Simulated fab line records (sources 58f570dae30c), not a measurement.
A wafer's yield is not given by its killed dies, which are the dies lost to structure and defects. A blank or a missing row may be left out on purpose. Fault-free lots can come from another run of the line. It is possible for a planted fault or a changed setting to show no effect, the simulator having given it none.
Check of tool commonality -- flow berkeley-cmos170 -- 15 lots and 45 wafers in the sample

== REASON IT WAS OPENED ==
Of 15 lots, 3 have the reading PSD_TW flagged at UCB170_PSD_TW_MEAS_10. No-fault wafers: 2337, standard deviation 18.
Rule: a lot is flagged when every wafer of it that has a number lies more than 4 standard deviations from that mean, or none has a number. As for the other lots, they are considered sound.

lot,measured,on,"PSD_TW, wafer by wafer",flag
L207,day 7 06:41,film-metro-02,2231 2219 2232,FLAGGED
L209,day 7 16:32,film-metro-02,2219 2236 2219,FLAGGED
L211,day 8 08:35,film-metro-02,2326 2309 2330,
L210,day 8 08:51,film-metro-01,2249 2254 2259,FLAGGED
L212,day 8 14:38,film-metro-04,2352 2355 2335,
L213,day 9 00:41,film-metro-02,2322 2318 2323,
L214,day 9 00:42,film-metro-04,2361 2348 2350,
L215,day 9 12:19,film-metro-04,2352 2350 2366,
L217,day 9 12:28,film-metro-01,2354 2347 2329,
L220,day 10 04:43,film-metro-02,2324 2325 2330,
L221,day 10 11:34,film-metro-01,2350 2338 2354,
L223,day 11 05:28,film-metro-02,2323 2320 2328,
L225,day 11 05:36,film-metro-01,2332 2346 2328,
L224,day 11 05:43,film-metro-02,2313 2321 2314,
L226,day 11 16:40,film-metro-02,2323 2301 2310,
On average the flagged lots' numbers are 2235, which is -102 against the usual, or -6 standard deviations.

== TOOL THAT RAN EACH LOT ==
Before the reading, the record contains 3 process steps out of a 331-step route. In each cell: the tool, then ch and the chambers that the sampled wafers went through, then the start.
lot,flag,UCB170_NVT_STRIP_08,UCB170_PSD_IMPLANT_08,UCB170_PSD_STRIP_09
L207,FLAGGED,"plasma-asher-04 ch 0,1, day 6 05:15","implanter-01 ch 0, day 7 06:26","plasma-asher-04 ch 0,1, day 7 06:35"
L209,FLAGGED,"plasma-asher-03 ch 0,1, day 6 11:28","implanter-01 ch 0, day 7 16:17","plasma-asher-01 ch 0,1, day 7 16:26"
L211,,"plasma-asher-03 ch 0,1, day 7 02:10","implanter-04 ch 0, day 8 08:20","plasma-asher-02 ch 0, day 8 08:29"
L210,FLAGGED,"plasma-asher-04 ch 0,1, day 7 02:27","implanter-01 ch 0, day 8 08:38","plasma-asher-01 ch 0,1, day 8 08:46"
L212,,"plasma-asher-04 ch 0,1, day 7 12:20","implanter-04 ch 0, day 8 14:25","plasma-asher-01 ch 0,1, day 8 14:34"
L213,,"plasma-asher-01 ch 0,1, day 7 18:07","implanter-04 ch 0, day 9 00:28","plasma-asher-04 ch 0,1, day 9 00:35"
L214,,"plasma-asher-03 ch 0,1, day 7 18:20","implanter-02 ch 0, day 9 00:28","plasma-asher-02 ch 0,1, day 9 00:35"
L215,,"plasma-asher-04 ch 0,1, day 8 11:48","implanter-02 ch 0, day 9 12:04","plasma-asher-02 ch 0, day 9 12:13"
L217,,"plasma-asher-01 ch 0, day 8 11:55","implanter-04 ch 0, day 9 12:13","plasma-asher-01 ch 0,1, day 9 12:22"
L220,,"plasma-asher-01 ch 0,1, day 8 23:47","implanter-02 ch 0, day 10 04:29","plasma-asher-01 ch 0,1, day 10 04:37"
L221,,"plasma-asher-04 ch 0,1, day 9 05:22","implanter-02 ch 0, day 10 11:19","plasma-asher-02 ch 0,1, day 10 11:28"
L223,,"plasma-asher-01 ch 0,1, day 10 00:23","implanter-01 ch 0, day 11 05:15","plasma-asher-01 ch 0,1, day 11 05:23"
L225,,"plasma-asher-03 ch 0,1, day 10 00:44","implanter-02 ch 0, day 11 05:22","plasma-asher-04 ch 0,1, day 11 05:31"
L224,,"plasma-asher-04 ch 0, day 10 00:35","implanter-04 ch 0, day 11 05:28","plasma-asher-02 ch 0,1, day 11 05:37"
L226,,"plasma-asher-01 ch 0,1, day 10 14:02","implanter-01 ch 0, day 11 16:25","plasma-asher-01 ch 0,1, day 11 16:33"
What is done by these steps:
- UCB170_NVT_STRIP_08: strips in O2.
- UCB170_PSD_IMPLANT_08
- UCB170_PSD_STRIP_09: strips in O2.
- UCB170_PSD_TW_MEAS_10

== FLAGGED OVER TOTAL, TOOL BY TOOL (the gauges that took the reading come last) ==
step,tool,lots run,flagged,share of the flagged lots,sound lots run after its first flagged lot
UCB170_NVT_STRIP_08,plasma-asher-01,5,0,none,-
UCB170_NVT_STRIP_08,plasma-asher-03,4,1,some,"3 (L211,L214,L225)"
UCB170_NVT_STRIP_08,plasma-asher-04,6,2,some,"4 (L212,L215,L221,L224)"
UCB170_PSD_IMPLANT_08,implanter-01,5,3,all,"2 (L223,L226)"
UCB170_PSD_IMPLANT_08,implanter-02,5,0,none,-
UCB170_PSD_IMPLANT_08,implanter-04,5,0,none,-
UCB170_PSD_STRIP_09,plasma-asher-01,7,2,some,"5 (L212,L217,L220,L223,L226)"
UCB170_PSD_STRIP_09,plasma-asher-02,5,0,none,-
UCB170_PSD_STRIP_09,plasma-asher-04,3,1,some,"2 (L213,L225)"
UCB170_PSD_TW_MEAS_10,film-metro-01,4,1,some,"3 (L217,L221,L225)"
UCB170_PSD_TW_MEAS_10,film-metro-02,8,2,some,"6 (L211,L213,L220,L223,L224,L226)"
UCB170_PSD_TW_MEAS_10,film-metro-04,3,0,none,-

== WHAT IS ALLOWED BY THE TABLE ==
All flagged lots share 1 row of the table, namely implanter-01 at UCB170_PSD_IMPLANT_08.
- implanter-01 at UCB170_PSD_IMPLANT_08: 3 of its 5 lots flagged. Sound lots followed the first flagged one (L223, L226) on it, something a lasting fault affecting the whole tool could not allow. Its own readings lie more than 4 standard deviations out on every wafer of the flagged lots: beam-energy-keV.
No row of the table ran every flagged lot and no sound lot after the first.

== WHAT THE SIMULATOR PUT IN ==
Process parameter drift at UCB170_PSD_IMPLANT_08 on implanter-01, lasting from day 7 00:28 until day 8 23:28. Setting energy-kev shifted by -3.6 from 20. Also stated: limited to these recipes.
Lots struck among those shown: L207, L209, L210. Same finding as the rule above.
